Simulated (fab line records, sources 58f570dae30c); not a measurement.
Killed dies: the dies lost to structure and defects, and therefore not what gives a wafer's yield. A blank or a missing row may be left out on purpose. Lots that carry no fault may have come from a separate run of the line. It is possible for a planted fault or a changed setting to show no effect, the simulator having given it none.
Matching of chambers | flow berkeley_cmos170 | rie_diel-04 running UCB170_ZERO_ETCH_06: 4 sister chambers
The step etches SiO2 in CHF3/CF4/Ar, time 11.75 s. 4 wafers are shown with their chamber, then 8 later ones without.

== EACH WAFER AND ITS CHAMBER ==
wafer  | chamber | drypump_motor_current_A (A)
L832.5 | 1       | 5.1
L834.3 | 3       | 5.2
L834.4 | 2       | 5.7
L840.2 | 0       | 5.1

== WAFERS WHOSE CHAMBER IS MISSING ==
wafer  | drypump_motor_current_A (A)
L840.3 | 5.1
L840.6 | 5.1
L842.3 | 5.1
L842.4 | 5.0
L842.5 | 5.2
L845.2 | 5.7
L845.4 | 5.7
L845.5 | 5.2

== CHAMBER TAKEN BY EACH ==
wafer  | from the rows above     | in truth
L840.3 | can't be placed: 0 or 1 | 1
L840.6 | can't be placed: 0 or 1 | 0
L842.3 | can't be placed: 0 or 1 | 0
L842.4 | can't be placed: 0 or 1 | 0
L842.5 | 3                       | 3
L845.2 | 2                       | 2
L845.4 | 2                       | 2
L845.5 | 3                       | 3
Placed correctly: 4 of 8. Not placeable from these rows: 4 (in 4, the candidates include the true chamber). 0 placed wrongly.
How it was worked out, from the rows above alone: a wafer's distance from a chamber is the root of the sum, over the readings, of the square of ((its reading less the chamber's mean) divided by the reading's scatter). If the next closest chamber is less than 2 further off than the closest, the wafer can't be placed; otherwise it belongs to the closest. A chamber's mean is the mean of its shown wafers. The scatter (one wafer shown for each chamber): square how far every hidden wafer sits from the nearest shown wafer, average those squares and take the square root.
